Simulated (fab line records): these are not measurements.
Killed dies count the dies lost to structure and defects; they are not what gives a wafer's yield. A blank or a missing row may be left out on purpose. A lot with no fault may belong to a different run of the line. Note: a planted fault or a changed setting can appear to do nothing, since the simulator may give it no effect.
Split-lot experiment	flow rit cmos	23 wafers read across 5 lots, on a route 202 steps long

ON THE SPLIT
At RIT_PWELL_IMPLANT_08, the setting energy kev was moved away from the recipe's 170 on 9 of the 23 wafers read, by -2.7% to +5.6%. The other wafers ran this setting at the recipe's value.

Reading taken at the split's own step.

THE READING
The simulator's own value implant.drp nm, read by no gauge, in nm at RIT_PWELL_IMPLANT_08. No usual value for it is given in the file.

wafer	tool, chamber at the split	energy kev as run	against the recipe	implant.drp nm, nm	against lot-mates on the recipe
L074.1	implanter-04, 0	170	recipe	102.9	-
L074.2	implanter-04, 0	170	recipe	102.9	-
L074.4	implanter-04, 0	170	recipe	102.9	-
L074.5	implanter-04, 0	170	recipe	102.9	-
L074.6	implanter-04, 0	170	recipe	102.9	-
L075.1	implanter-01, 0	170	recipe	102.9	-
L075.2	implanter-01, 0	170	recipe	102.9	-
L075.3	implanter-01, 0	165.4	-2.7%	101.9	-1.0
L075.4	implanter-01, 0	165.4	-2.7%	101.9	-1.0
L075.6	implanter-01, 0	165.4	-2.7%	101.9	-1.0
L080.4	implanter-01, 0	170	recipe	102.9	-
L080.5	implanter-01, 0	170	recipe	102.9	-
L080.6	implanter-01, 0	170	recipe	102.9	-
L081.1	implanter-02, 0	179.6	+5.6%	104.4	+1.5
L081.2	implanter-02, 0	179.6	+5.6%	104.4	+1.5
L081.5	implanter-02, 0	179.6	+5.6%	104.4	+1.5
L081.3	implanter-02, 0	170	recipe	102.9	-
L081.4	implanter-02, 0	170	recipe	102.9	-
L085.1	implanter-02, 0	170	recipe	102.9	-
L085.5	implanter-02, 0	170	recipe	102.9	-
L085.2	implanter-02, 0	176.3	+3.7%	103.9	+1.0
L085.3	implanter-02, 0	176.3	+3.7%	103.9	+1.0
L085.6	implanter-02, 0	176.3	+3.7%	103.9	+1.0

FIT RESULTS
A straight line over all 23 wafers: implant.drp nm changes by +0.288 nm for each +1% of energy kev; r = +0.99; the points scatter about the line by 0.082 nm.
The same after taking each lot's own level away (the mean of its wafers on the recipe; 23 wafers): +0.288 nm for each +1%; r = +0.99; scatter 0.082 nm.
Per that fit: largest energy kev move, reading shift of 1.6 nm.
The lots' own levels span 102.90 to 102.90 nm.
Consequently the slope shifts little with the lot-to-lot level, the two slopes agreeing.
Check: for one of the wafers moved furthest among these (+5.6%), held out of the fit, the line's prediction against its lot-mates is +1.59 nm. It came out at +1.5 nm against them.

OTHER SPLITS APPLIED TO THESE WAFERS
Other splits were also applied to these wafers ahead of the reading. Each is held against what the fit with the lots' levels taken away leaves over:
other split on the same wafers	wafers away from the commonest value	r with implant.drp nm (lot level and that fit taken away)
RIT_ACTIVE_CVD_03 pressure mtorr	10	-0.29
RIT_ACTIVE_ETCH_13 rf w	7	+0.05
RIT_NWELL_COAT_01 spin rpm	10	+0.23
RIT_NWELL_IMPLANT_08 energy kev	7	+0.00

THE WHOLE CHAIN: every reading that the file lists as answering this split, in the file's order
step	what it does	reading	change (the file's fit)	r (the file's)
RIT_PWELL_IMPLANT_08		implant.rp nm (the simulator's own value, which no gauge read)	+3.69 nm for each +1% of the setting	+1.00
RIT_PWELL_IMPLANT_08		implant.drp nm (the simulator's own value, which no gauge read)	+0.282 nm for each +1% of the setting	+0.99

FILE'S OWN FIT
implant.drp nm changes by +0.282 nm for each +1% of energy kev, r = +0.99.
